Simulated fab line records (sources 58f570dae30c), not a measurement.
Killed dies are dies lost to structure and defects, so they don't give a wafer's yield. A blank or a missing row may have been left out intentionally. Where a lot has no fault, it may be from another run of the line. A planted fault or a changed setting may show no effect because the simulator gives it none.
Which tool is to blame? -- flow berkeley cmos170 -- 14 lots, 42 wafers sampled, at 4 steps of a route of 331

== WHAT THE GAUGES SHOWED, per wafer ==
UCB170_START_THK_MEAS_03.
lot,measured,on,START_OXIDE_THK (nm)
L414,day 1 16:32,film metro-04,20.2 19.9 20.0
L415,day 1 20:57,film metro-04,19.4 19.7 19.3
L417,day 2 03:15,film metro-02,20.0 20.0 19.7
L416,day 2 03:16,film metro-04,20.3 20.3 20.4
L425,day 3 20:28,film metro-04,19.9 19.7 19.9
L426,day 4 02:14,film metro-01,20.0 19.8 19.6
L427,day 4 06:02,film metro-02,20.1 20.1 20.2
L428,day 4 13:26,film metro-02,19.6 19.4 19.7
L429,day 4 16:28,film metro-02,19.6 20.0 19.9
L430,day 5 01:23,film metro-01,20.5 20.8 20.7
L431,day 5 01:23,film metro-04,20.6 20.7 20.4
L432,day 5 08:35,film metro-04,20.2 20.1 20.3
L436,day 6 06:25,film metro-01,20.4 20.3 20.2
L437,day 6 10:38,film metro-04,19.8 20.1 19.6

UCB170_NWELL_THK_MEAS_02.
lot,measured,on,NWELL_OXIDE_THK (nm)
L414,day 2 04:49,film metro-01,25.6 26.0 26.0
L415,day 2 04:49,film metro-02,25.8 25.8 25.8
L417,day 2 11:35,film metro-03,27.0 26.9 26.6
L416,day 2 11:36,film metro-02,26.5 26.2 25.8
L425,day 4 06:23,film metro-03,25.7 26.2 26.2
L426,day 4 10:46,film metro-02,25.8 25.7 25.4
L427,day 4 17:07,film metro-03,25.5 25.7 25.7
L428,day 4 23:32,film metro-03,26.3 26.4 26.4
L429,day 5 02:45,film metro-01,26.8 26.5 26.9
L430,day 5 11:58,film metro-03,26.7 26.9 26.7
L431,day 5 11:58,film metro-01,26.4 26.2 26.3
L432,day 5 17:07,film metro-03,26.1 26.8 26.8
L436,day 6 20:10,film metro-03,25.5 25.9 25.7
L437,day 6 20:10,film metro-01,25.7 25.2 25.0

UCB170_ACTIVE_THK_MEAS_06.
lot,measured,on,ACTIVE_NITRIDE_THK (nm)
L414,day 4 01:03,film metro-01,220.5 221.9 221.5
L415,day 4 03:08,film metro-01,439.2 436.8 434.2
L417,day 4 12:12,film metro-04,220.2 220.5 223.1
L416,day 4 14:31,film metro-01,440.0 441.0 441.0
L425,day 6 11:43,film metro-01,222.9 221.9 220.5
L426,day 6 19:23,film metro-04,216.5 217.8 216.9
L427,day 6 19:23,film metro-01,222.9 221.2 222.7
L428,day 7 10:10,film metro-02,223.3 223.1 224.7
L429,day 7 10:11,film metro-01,221.2 222.2 221.0
L430,day 7 19:44,film metro-02,223.0 224.0 225.7
L431,day 7 19:44,film metro-01,224.7 223.1 225.2
L432,day 8 12:47,film metro-04,223.3 221.6 221.8
L436,day 9 03:35,film metro-01,220.7 222.8 219.7
L437,day 9 03:32,film metro-02,223.7 224.5 223.0

== WHICH TOOL RAN EACH LOT (tool, then ch and the chambers of the sampled wafers, then the start) ==
lot,UCB170_ACTIVE_CVD_05
L414,"lpcvd-01 ch 1, day 3 23:08"
L415,"lpcvd-01 ch 0, day 3 23:08"
L417,"lpcvd-01 ch 1, day 4 10:17"
L416,"lpcvd-01 ch 0, day 4 10:17 and lpcvd-02 ch 0, day 4 12:34"
L425,"lpcvd-02 ch 1, day 6 09:47"
L426,"lpcvd-01 ch 0, day 6 17:28"
L427,"lpcvd-01 ch 0, day 6 17:28"
L428,"lpcvd-02 ch 0, day 7 08:14"
L429,"lpcvd-02 ch 1, day 7 08:14"
L430,"lpcvd-02 ch 0, day 7 17:49"
L431,"lpcvd-02 ch 0, day 7 17:49"
L432,"lpcvd-01 ch 1, day 8 10:52"
L436,"lpcvd-02 ch 1, day 9 01:37"
L437,"lpcvd-02 ch 1, day 9 01:37"
- UCB170_ACTIVE_CVD_05: deposits Si3N4 from SiH2Cl2/NH3, target thk 220 nm, time 3300 s.

== WHAT THE TOOLS THEMSELVES READ (means of the sampled wafers that have a number; where no wafer has one, the mark that the record gives instead) ==
UCB170_ACTIVE_CVD_05.
lot,tool,pressure mtorr (mTorr),sih2cl2 flow sccm (sccm),susceptor temp C (C)
L414,lpcvd-01,200.4,24.99,800.3
L415,lpcvd-01,199.6,24.99,800.0
L417,lpcvd-01,199.9,24.99,799.6
L416,lpcvd-01/lpcvd-02,200.2,24.95,800.0
L425,lpcvd-02,199.7,24.86,799.4
L426,lpcvd-01,199.7,25.00,799.8
L427,lpcvd-01,199.6,25.03,799.4
L428,lpcvd-02,200.4,24.98,800.0
L429,lpcvd-02,200.1,25.07,799.9
L430,lpcvd-02,200.1,25.00,799.9
L431,lpcvd-02,200.2,25.02,800.1
L432,lpcvd-01,200.3,25.10,800.0
L436,lpcvd-02,200.1,25.05,799.8
L437,lpcvd-02,200.4,24.98,799.5

== THE ANSWER, worked out from the rows above alone ==
Rule: the usual values come from the lots themselves. Put in order of their means at a reading, lots are off if they are a third of the lots or fewer, leave a main group of 4 or more, and stand apart from it by a gap of 3 or more times the standard deviation of the main group's means; of several such gaps the widest counts. Not used: any main group whose means are identical at the precision the tables above print for the reading. A lot without any number at a reading at which 4 lots or more have one is off too. Where the step has rows for the other lots, those lots are counted as sound. First the gauges in route order, then the tools' own readings, where a lot's mean is used as printed above. The first step at which some lot is off is used, and at that step the reading that is off furthest; a lot without a number counts as furthest.
Off: L415, L416, at UCB170_ACTIVE_THK_MEAS_06 (ACTIVE_NITRIDE_THK). Mean 222.0 nm and standard deviation 1.9 in the main group.
If a tool, at a process step before that reading, ran all the lots that are off and no sound lot after the first of them, it fits. The gauges at UCB170_ACTIVE_THK_MEAS_06 are tried like those tools. None of those tried fits.

== WHAT THE SIMULATOR HAD PUT IN ==
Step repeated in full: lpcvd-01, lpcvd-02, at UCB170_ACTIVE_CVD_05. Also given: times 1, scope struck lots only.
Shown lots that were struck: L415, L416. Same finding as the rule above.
